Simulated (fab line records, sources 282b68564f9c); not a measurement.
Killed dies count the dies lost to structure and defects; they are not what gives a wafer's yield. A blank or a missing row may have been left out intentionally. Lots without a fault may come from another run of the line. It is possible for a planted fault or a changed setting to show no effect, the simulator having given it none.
Comparing a struck lot with a sound one	flow rit-cmos	15 steps out of a route of 202
Sound: these wafers, L470.1, L470.3, L470.6. Struck: wafers L477.4, L477.5, L477.6. Last of all comes the cause.
At each step with rows: each side's tool, then ch and its chambers, then its first start. Under that, the readings that differ: sound wafers	struck wafers	difference of the means	sigmas: that difference in standard deviations of wafers without a fault.
alike: same words and numbers on both sides, and readings whose means sit less than 2 such deviations apart. not compared: any withheld reading, any reading some wafer has no value for, any bound like >300 that may hide the same value, and any number with overlapping values for which the record gives no deviation.
A row with sigmas, a row that says differs or no value, or rows on one side alone: a step with any of these is where the two part. When numbers do not overlap yet have no deviation, they are printed without sigmas and do not part them. A reading that every wafer of one side lacks parts them only if that side has two wafers or more.

RIT_ACTIVE_THK_MEAS_04:
  struck on film-metro-02, day 5 20:10; sound on film-metro-04, day 4 06:32
reading	sound	struck	difference	sigmas
ACTIVE_NITRIDE_THK (nm)	147.5 149.1 148.3	152.0 152.1 150.1	+3.1	+2
then, 6 steps without rows for these wafers: RIT_ACTIVE_HMDS_05 (prime time 60 s); RIT_ACTIVE_COAT_06 (resist thk 1000 nm); RIT_ACTIVE_SOFTBAKE_07 (time 60 s); RIT_ACTIVE_EXPOSE_08 (exposes mask M1, target cd 1400 nm); RIT_ACTIVE_PEB_09; RIT_ACTIVE_DEVELOP_10 (develop time 49.27 s).
RIT_ACTIVE_CD_MEAS_11: the cd target is 1400 nm.
  struck on cd-sem-02, day 5 21:14; sound on cd-sem-02, day 4 07:34
  alike: cd-nm
then, 1 step without rows for these wafers: RIT_ACTIVE_HARDBAKE_12 (time 60 s).
RIT_ACTIVE_ETCH_13: etches Si3N4 in SF6, stops on SiO2, time 210 s, target depth 210 nm.
  sound on rie-diel-04 ch 2,3, day 4 07:50; struck on rie-diel-01 ch 1,2,3, day 5 21:27
  alike: chamber-pressure-mTorr, drypump-motor-current-A, oes-product-au, rf-fwd-power-W, throttle-valve-pct
  not compared: rf-hours-counter-h
RIT_ACTIVE_STRIP_14: strips in O2, time 180 s.
  sound on plasma-asher-01 ch 1, day 4 07:58; struck on plasma-asher-04 ch 0,1, day 5 21:38
  alike: chamber-pressure-mTorr, drypump-motor-current-A
  not compared: rf-hours-counter-h
RIT_ACTIVE_CD_MEAS_90: the cd target is 1400 nm.
  struck on cd-sem-01, day 5 21:49; sound on cd-sem-01, day 4 08:08
  alike: cd-nm
RIT_ACTIVE_CLEAN_15: cleans in SC1, time 600 s.
  sound on wet-bench-02 ch 1, day 4 08:16; struck on wet-bench-04 ch 2, day 5 21:53
reading	sound	struck	difference	sigmas
run-length-s (s)	627 627 627	600 600 600	-27	-8
  alike: bath-guard-temp-C
then, 1 step without rows for these wafers: RIT_ACTIVE_CLEAN_16 (cleans in dHF, time 30 s).
RIT_M1_PROBE_99:
  struck on prober-01, day 7 17:34; sound on prober-01, day 6 01:51
reading	sound	struck	difference	sigmas
killed_at_M0_to_M3	0 0 0	0 1 0	+0	+2
  alike: killed-at-contacts, killed-at-front-end, killed-dies, killed-open, killed-short

## WHERE THEY PART
Last at RIT_M1_PROBE_99 as far as this record goes, first at RIT_ACTIVE_THK_MEAS_04.

WHY: what the simulator had put in
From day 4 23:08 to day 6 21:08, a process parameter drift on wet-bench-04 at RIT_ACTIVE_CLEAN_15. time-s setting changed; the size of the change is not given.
